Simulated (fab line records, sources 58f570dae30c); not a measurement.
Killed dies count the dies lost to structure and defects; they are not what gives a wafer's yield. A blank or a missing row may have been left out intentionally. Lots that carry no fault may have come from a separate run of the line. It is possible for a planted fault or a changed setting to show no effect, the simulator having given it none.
One fault seen from 2 desks / flow berkeley cmos170 / each desk has only its own numbers; what lay behind them comes last

## METROLOGY DESK
What the gauges read, lot by lot, whatever tool the lot ran on: means of the sampled wafers that have a number. Marked OUT: a lot whose mean sits more than 4 standard deviations from the usual mean, which makes it out of limits; the brackets give that distance.
Columns: A = V1_OVL at UCB170_V1_OVL_MEAS_13, usual -3 nm; B = M2_AL_RS at UCB170_M2_RS_MEAS_02, usual 0.0322 ohm/sq
lot=L291; first seen here=day 8 20:23; A=-3; B=0.0324
lot=L293; first seen here=day 8 22:12; A=-11; B=0.0323
lot=L294; first seen here=day 9 03:13; A=1; B=0.0318
lot=L296; first seen here=day 9 03:29; A=-7; B=0.0324
lot=L295; first seen here=day 9 04:29; A=-10; B=0.0319
lot=L297; first seen here=day 9 18:32; A=-4; B=0.0316
lot=L299; first seen here=day 10 02:46; A=-7; B=0.0317
lot=L300; first seen here=day 10 03:56; A=-8; B=0.0322
lot=L301; first seen here=day 10 18:47; A=5; B=0.0327
lot=L306; first seen here=day 11 17:41; A=1; B=0.0318
lot=L308; first seen here=day 11 18:02; A=-1; B=0.0321
lot=L311; first seen here=day 12 21:14; A=-2; B=0.0321
lot=L314; first seen here=day 13 04:05; A=-3; B=0.0321
Finding of this desk: none of the 13 lots has anything out of limits.

## TOOL OWNER'S DESK, plasma asher-03
The tool's own readings at UCB170_M2_STRIP_07 (strips in O2): means of the sampled wafers that have a number, for each lot that ran on this tool. Marked OUT: a lot whose mean sits more than 4 standard deviations from the usual mean, which makes it out of limits; the brackets give that distance.
Columns: A = drypump motor current A at UCB170_M2_STRIP_07, usual 5.6 A; B = oes product au at UCB170_M2_STRIP_07, usual 0.735 a.u.; C = strip time to endpoint s at UCB170_M2_STRIP_07, usual 21.99 s
lot=L293; first seen here=day 8 23:32; A=5.7; B=0.735; C=21.99
lot=L297; first seen here=day 9 19:44; A=5.7; B=0.736; C=21.96
lot=L300; first seen here=day 10 05:08; A=5.7; B=0.736; C=22.05
lot=L308; first seen here=day 11 19:24; A=5.7; B=0.735; C=22.01
lot=L311; first seen here=day 12 22:32; A=5.7; B=0.731; C=21.95
Finding of this desk: none of the 5 lots has anything out of limits.

## PUT TOGETHER
Metrology desk: nothing out of limits seen.
The tool owner's desk saw nothing out of limits.

## WHAT THE SIMULATOR PUT IN
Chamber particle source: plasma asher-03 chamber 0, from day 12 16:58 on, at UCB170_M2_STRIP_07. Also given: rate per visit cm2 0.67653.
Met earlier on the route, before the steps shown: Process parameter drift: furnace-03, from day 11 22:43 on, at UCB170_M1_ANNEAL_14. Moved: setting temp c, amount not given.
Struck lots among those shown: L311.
